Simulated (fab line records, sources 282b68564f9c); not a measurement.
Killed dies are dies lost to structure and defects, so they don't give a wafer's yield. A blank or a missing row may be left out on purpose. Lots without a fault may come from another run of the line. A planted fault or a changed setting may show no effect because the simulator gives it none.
Which tool did it? | flow rit_cmos | 14 lots, 42 wafers sampled, at 1 step of a route of 202

WHAT THE GAUGES READ, wafer by wafer
The record holds no reading of a measuring or inspecting step that can be judged against a usual standard deviation.

WHICH TOOL RAN EACH LOT (tool, then ch and the chambers of the sampled wafers, then the start)
lot  | RIT_PRETRO_IMPLANT_08
L534 | implanter-01 ch 0, day 2 07:43
L536 | implanter-02 ch 0, day 2 18:49
L537 | implanter-02 ch 0, day 3 00:03
L538 | implanter-04 ch 0, day 3 04:31
L539 | implanter-02 ch 0, day 3 08:43
L542 | implanter-02 ch 0, day 4 00:05
L543 | implanter-02 ch 0, day 4 05:02
L544 | implanter-04 ch 0, day 4 08:50
L546 | implanter-01 ch 0, day 4 22:54
L548 | implanter-04 ch 0, day 5 07:46
L549 | implanter-04 ch 0, day 5 10:51
L554 | implanter-04 ch 0, day 6 10:47
L556 | implanter-01 ch 0, day 6 20:51
L557 | implanter-01 ch 0, day 7 03:11
- RIT_PRETRO_IMPLANT_08

WHAT THE TOOLS THEMSELVES READ (means of the sampled wafers that have a number; where no wafer has one, the mark that the record gives instead)
RIT_PRETRO_IMPLANT_08.
lot  | tool         | beam_on_s (s) | dose_ions_cm2 | tilt_deg (degrees)
L534 | implanter-01 | 9.95          | 1.2006e+13    | 7.009
L536 | implanter-02 | 9.86          | 1.1992e+13    | 7.027
L537 | implanter-02 | 9.91          | 1.1998e+13    | 7.024
L538 | implanter-04 | 10.08         | 1.1998e+13    | 6.969
L539 | implanter-02 | 10.08         | 1.1995e+13    | 7.016
L542 | implanter-02 | 10.00         | 1.2344e+13    | 6.993
L543 | implanter-02 | 10.08         | 1.2332e+13    | 6.999
L544 | implanter-04 | 10.03         | 1.1985e+13    | 7.000
L546 | implanter-01 | 9.76          | 1.2001e+13    | 7.008
L548 | implanter-04 | 10.13         | 1.1979e+13    | 7.008
L549 | implanter-04 | 10.04         | 1.1996e+13    | 7.020
L554 | implanter-04 | 9.91          | 1.2022e+13    | 7.013
L556 | implanter-01 | 9.94          | 1.1996e+13    | 6.997
L557 | implanter-01 | 10.06         | 1.2016e+13    | 7.020

THE ANSWER, worked out from the rows above alone
Rule: what is usual is taken from the lots themselves. Put in order of their means at a reading, lots are off if they are a third of the lots or fewer, leave a main group of 4 or more, and stand apart from it by a gap of 3 or more times the standard deviation of the main group's means; of several such gaps the widest counts. A main group whose means are all the same, to the digits that the tables above print for the reading, isn't used. A lot without any number at a reading at which 4 lots or more have one is off too. The other lots that the step has rows for count as sound. The gauges are gone through in route order, then the tools' own readings, and for those a lot's mean is taken as printed above. The first step at which some lot is off is used, and at that step the reading that is off furthest; a lot without a number counts as furthest.
Off: L542, L543, at RIT_PRETRO_IMPLANT_08 (dose_ions_cm2). The main group: mean 1.1999e+13, standard deviation 1.1e+10.
A tool fits if, at that step or a process step before it, it ran every lot that is off, and no sound lot after the first of them. One fits: implanter-02 at RIT_PRETRO_IMPLANT_08. Its last sound lot is L539 (day 3 08:43), its first lot that is off L542 (day 4 00:05): a fault that began between those two fits.
The tool's own readings at RIT_PRETRO_IMPLANT_08 bear it out: on the lots that are off they differ by more than 5 times the standard deviation of the sound lots' means. dose_ions_cm2 reads 1.2338e+13 there against 1.1999e+13 on the sound lots.

WHAT THE SIMULATOR HAD PUT IN
Process parameter drift: implanter-02, from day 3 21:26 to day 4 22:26, at RIT_PRETRO_IMPLANT_08. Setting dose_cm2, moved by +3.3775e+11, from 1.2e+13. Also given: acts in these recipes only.
Lots struck among those shown: L542, L543. The rule above found the same.
